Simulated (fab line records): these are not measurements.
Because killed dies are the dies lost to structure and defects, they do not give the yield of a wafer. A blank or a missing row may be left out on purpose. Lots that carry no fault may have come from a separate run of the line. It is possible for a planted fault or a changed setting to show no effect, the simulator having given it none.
Which tool did it? / flow rit-cmos / 42 wafers from 14 lots sampled at 5 of the route's 202 steps

WHAT THE GAUGES SHOWED, per wafer
RIT_SDANNEAL_RS_MEAS_04: the measuring method here is four-point-probe.
lot=L674; measured=day 3 14:25; on=film-metro-03; PSD_RS (ohm/sq)=115.7 115.6 115.5
lot=L676; measured=day 3 18:38; on=film-metro-01; PSD_RS (ohm/sq)=116.2 116.4 116.1
lot=L675; measured=day 3 20:38; on=film-metro-03; PSD_RS (ohm/sq)=115.4 115.8 115.4
lot=L677; measured=day 4 01:27; on=film-metro-04; PSD_RS (ohm/sq)=115.8 116.0 115.8
lot=L678; measured=day 4 06:01; on=film-metro-04; PSD_RS (ohm/sq)=116.2 116.0 116.1
lot=L680; measured=day 4 13:36; on=film-metro-04; PSD_RS (ohm/sq)=115.8 116.1 115.8
lot=L685; measured=day 5 14:05; on=film-metro-03; PSD_RS (ohm/sq)=120.4 120.0 120.2 120.5 120.0 120.1
lot=L687; measured=day 5 23:56; on=film-metro-04; PSD_RS (ohm/sq)=120.3 119.8 119.9 120.2 120.0 119.9
lot=L688; measured=day 6 05:27; on=film-metro-04; PSD_RS (ohm/sq)=115.9 115.9 116.0
lot=L690; measured=day 6 13:28; on=film-metro-03; PSD_RS (ohm/sq)=115.5 115.8 115.7
lot=L693; measured=day 7 05:52; on=film-metro-04; PSD_RS (ohm/sq)=115.7 116.8 116.3
lot=L694; measured=day 7 09:55; on=film-metro-03; PSD_RS (ohm/sq)=115.4 115.5 115.5
lot=L696; measured=day 7 21:13; on=film-metro-04; PSD_RS (ohm/sq)=115.6 115.4 115.7
lot=L697; measured=day 8 02:00; on=film-metro-03; PSD_RS (ohm/sq)=115.1 115.5 115.3

RIT_SDANNEAL_RS_MEAS_07: the measuring method here is four-point-probe.
lot=L674; measured=day 3 14:47; on=film-metro-03; NLDD_RS (ohm/sq)=152.0 151.7 152.0
lot=L676; measured=day 3 18:59; on=film-metro-01; NLDD_RS (ohm/sq)=151.2 151.6 151.2
lot=L675; measured=day 3 20:59; on=film-metro-03; NLDD_RS (ohm/sq)=151.8 151.5 151.9
lot=L677; measured=day 4 01:49; on=film-metro-04; NLDD_RS (ohm/sq)=151.2 151.5 150.9
lot=L678; measured=day 4 06:23; on=film-metro-04; NLDD_RS (ohm/sq)=151.1 151.7 150.9
lot=L680; measured=day 4 13:58; on=film-metro-04; NLDD_RS (ohm/sq)=151.3 151.4 151.1
lot=L685; measured=day 5 17:25; on=film-metro-03; NLDD_RS (ohm/sq)=150.7 150.5 151.1
lot=L687; measured=day 6 02:16; on=film-metro-04; NLDD_RS (ohm/sq)=151.9 152.0 151.5
lot=L688; measured=day 6 05:49; on=film-metro-04; NLDD_RS (ohm/sq)=152.0 151.2 152.1
lot=L690; measured=day 6 13:50; on=film-metro-03; NLDD_RS (ohm/sq)=151.1 150.9 151.6
lot=L693; measured=day 7 06:14; on=film-metro-04; NLDD_RS (ohm/sq)=151.6 151.2 151.8
lot=L694; measured=day 7 10:16; on=film-metro-03; NLDD_RS (ohm/sq)=151.4 151.5 151.6
lot=L696; measured=day 7 21:35; on=film-metro-04; NLDD_RS (ohm/sq)=151.9 152.1 152.5
lot=L697; measured=day 8 02:22; on=film-metro-03; NLDD_RS (ohm/sq)=151.3 151.0 151.7

RIT_CONTACT_CD_MEAS_90: the cd target is 1000 nm.
lot=L674; measured=day 3 17:31; on=cd-sem-01; cd-nm (nm)=999.8 1000.5 1000.5
lot=L676; measured=day 3 21:31; on=cd-sem-02; cd-nm (nm)=999.9 999.5 998.0
lot=L675; measured=day 3 23:23; on=cd-sem-02; cd-nm (nm)=999.3 998.9 998.8
lot=L677; measured=day 4 04:20; on=cd-sem-01; cd-nm (nm)=997.2 999.3 997.2
lot=L678; measured=day 4 08:53; on=cd-sem-02; cd-nm (nm)=999.7 1001.1 1000.7
lot=L680; measured=day 4 16:21; on=cd-sem-01; cd-nm (nm)=1001.7 999.2 999.2
lot=L685; measured=day 5 20:08; on=cd-sem-02; cd-nm (nm)=999.4 1001.3 999.3
lot=L687; measured=day 6 05:14; on=cd-sem-02; cd-nm (nm)=1001.4 999.3 1002.1
lot=L688; measured=day 6 08:21; on=cd-sem-02; cd-nm (nm)=998.4 998.0 998.2
lot=L690; measured=day 6 16:22; on=cd-sem-01; cd-nm (nm)=1001.0 1001.7 1002.4
lot=L693; measured=day 7 08:51; on=cd-sem-02; cd-nm (nm)=1001.8 1000.3 1001.2
lot=L694; measured=day 7 12:40; on=cd-sem-02; cd-nm (nm)=999.3 1002.7 999.7
lot=L696; measured=day 8 00:10; on=cd-sem-01; cd-nm (nm)=1003.7 1001.6 1001.5
lot=L697; measured=day 8 05:05; on=cd-sem-02; cd-nm (nm)=994.3 997.2 998.8

EACH LOT AND THE TOOL THAT RAN IT (in order: tool; ch and the chambers of the sampled wafers; start)
lot=L674; RIT_NSD_STRIP_09=plasma-asher-01 ch 0,1, day 3 12:13; RIT_PSD_IMPLANT_08=implanter-02 ch 0, day 3 13:37
lot=L676; RIT_NSD_STRIP_09=plasma-asher-04 ch 0,1, day 3 16:27; RIT_PSD_IMPLANT_08=implanter-03 ch 0, day 3 17:50
lot=L675; RIT_NSD_STRIP_09=plasma-asher-04 ch 0,1, day 3 18:03; RIT_PSD_IMPLANT_08=implanter-01 ch 0, day 3 19:26
lot=L677; RIT_NSD_STRIP_09=plasma-asher-02 ch 0,1, day 3 22:50; RIT_PSD_IMPLANT_08=implanter-02 ch 0, day 4 00:28
lot=L678; RIT_NSD_STRIP_09=plasma-asher-01 ch 0, day 4 03:55; RIT_PSD_IMPLANT_08=implanter-03 ch 0, day 4 05:13
lot=L680; RIT_NSD_STRIP_09=plasma-asher-04 ch 0, day 4 11:10; RIT_PSD_IMPLANT_08=implanter-02 ch 0, day 4 12:38
lot=L685; RIT_NSD_STRIP_09=plasma-asher-02 ch 0,1, day 5 11:48; RIT_PSD_IMPLANT_08=implanter-01 ch 0, day 5 13:13
lot=L687; RIT_NSD_STRIP_09=plasma-asher-02 ch 0,1, day 5 21:35; RIT_PSD_IMPLANT_08=implanter-01 ch 0, day 5 23:06
lot=L688; RIT_NSD_STRIP_09=plasma-asher-01 ch 0, day 6 03:19; RIT_PSD_IMPLANT_08=implanter-02 ch 0, day 6 04:37
lot=L690; RIT_NSD_STRIP_09=plasma-asher-02 ch 1, day 6 11:23; RIT_PSD_IMPLANT_08=implanter-03 ch 0, day 6 12:40
lot=L693; RIT_NSD_STRIP_09=plasma-asher-01 ch 0,1, day 7 03:47; RIT_PSD_IMPLANT_08=implanter-02 ch 0, day 7 05:03
lot=L694; RIT_NSD_STRIP_09=plasma-asher-01 ch 0, day 7 07:40; RIT_PSD_IMPLANT_08=implanter-02 ch 0, day 7 09:05
lot=L696; RIT_NSD_STRIP_09=plasma-asher-04 ch 0,1, day 7 19:05; RIT_PSD_IMPLANT_08=implanter-02 ch 0, day 7 20:23
lot=L697; RIT_NSD_STRIP_09=plasma-asher-04 ch 0,1, day 7 23:37; RIT_PSD_IMPLANT_08=implanter-03 ch 0, day 8 01:07
- RIT_NSD_STRIP_09: strips in O2, time 180 s.
- RIT_PSD_IMPLANT_08

WHAT THE TOOLS THEMSELVES READ (means of the sampled wafers that have a number; where no wafer has one, the mark that the record gives instead)
RIT_NSD_STRIP_09.
lot=L674; tool=plasma-asher-01; drypump-motor-current-A (A)=5.27
lot=L676; tool=plasma-asher-04; drypump-motor-current-A (A)=5.29
lot=L675; tool=plasma-asher-04; drypump-motor-current-A (A)=5.45
lot=L677; tool=plasma-asher-02; drypump-motor-current-A (A)=5.52
lot=L678; tool=plasma-asher-01; drypump-motor-current-A (A)=5.52
lot=L680; tool=plasma-asher-04; drypump-motor-current-A (A)=5.66
lot=L685; tool=plasma-asher-02; drypump-motor-current-A (A)=5.52
lot=L687; tool=plasma-asher-02; drypump-motor-current-A (A)=5.55
lot=L688; tool=plasma-asher-01; drypump-motor-current-A (A)=5.51
lot=L690; tool=plasma-asher-02; drypump-motor-current-A (A)=5.48
lot=L693; tool=plasma-asher-01; drypump-motor-current-A (A)=5.40
lot=L694; tool=plasma-asher-01; drypump-motor-current-A (A)=5.51
lot=L696; tool=plasma-asher-04; drypump-motor-current-A (A)=5.48
lot=L697; tool=plasma-asher-04; drypump-motor-current-A (A)=5.33

RIT_PSD_IMPLANT_08.
lot=L674 tool=implanter-02 beam-energy-keV=26.993
lot=L676 tool=implanter-03 beam-energy-keV=26.996
lot=L675 tool=implanter-01 beam-energy-keV=26.986
lot=L677 tool=implanter-02 beam-energy-keV=27.002
lot=L678 tool=implanter-03 beam-energy-keV=27.009
lot=L680 tool=implanter-02 beam-energy-keV=27.008
lot=L685 tool=implanter-01 beam-energy-keV=25.170
lot=L687 tool=implanter-01 beam-energy-keV=25.165
lot=L688 tool=implanter-02 beam-energy-keV=27.004
lot=L690 tool=implanter-03 beam-energy-keV=27.002
lot=L693 tool=implanter-02 beam-energy-keV=27.003
lot=L694 tool=implanter-02 beam-energy-keV=26.992
lot=L696 tool=implanter-02 beam-energy-keV=27.009
lot=L697 tool=implanter-03 beam-energy-keV=27.000

THE ANSWER, worked out from the rows above alone
Rule: the lots themselves supply what counts as usual. Put in order of their means at a reading, lots are off if they are a third of the lots or fewer, leave a main group of 4 or more, and stand apart from it by a gap of 3 or more times the standard deviation of the main group's means; of several such gaps the widest counts. A main group whose means are all the same, to the digits that the tables above print for the reading, isn't used. Also off: a lot with no number at a reading for which 4 or more lots have one. Where the step has rows for the other lots, those lots are counted as sound. After the gauges, taken in route order, come the tools' own readings; for these a lot's mean is taken, as printed above. The first step at which some lot is off is used, and at that step the reading that is off furthest; a lot without a number counts as furthest.
Off: L685, L687, seen at RIT_SDANNEAL_RS_MEAS_04 (PSD_RS). The main group has a mean of 115.8 ohm/sq with a standard deviation of 0.3.
A tool fits if, at a process step before that reading, it ran every lot that is off, and no sound lot after the first of them. Not tried: the gauges at RIT_SDANNEAL_RS_MEAS_04; whatever is off there is also off at RIT_PSD_IMPLANT_08, on other tools, and gauge error can't account for it. One candidate fits, namely implanter-01 at RIT_PSD_IMPLANT_08. A fault onset in the window from L675 (day 3 19:26, its last sound lot) to L685 (day 5 13:13, its first lot off) fits.
On the lots that are off, the tool's own readings at RIT_PSD_IMPLANT_08 differ by more than 5 times the standard deviation of the sound lots' means, which bears it out; beam-energy-keV reads 25.168 there versus 27.000 on the sound lots.

WHAT THE SIMULATOR HAD PUT IN
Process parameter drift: implanter-01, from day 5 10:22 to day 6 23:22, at RIT_PSD_IMPLANT_08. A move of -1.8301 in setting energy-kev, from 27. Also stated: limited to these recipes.
Shown lots that were struck: L685, L687. The rule above reached the same finding.
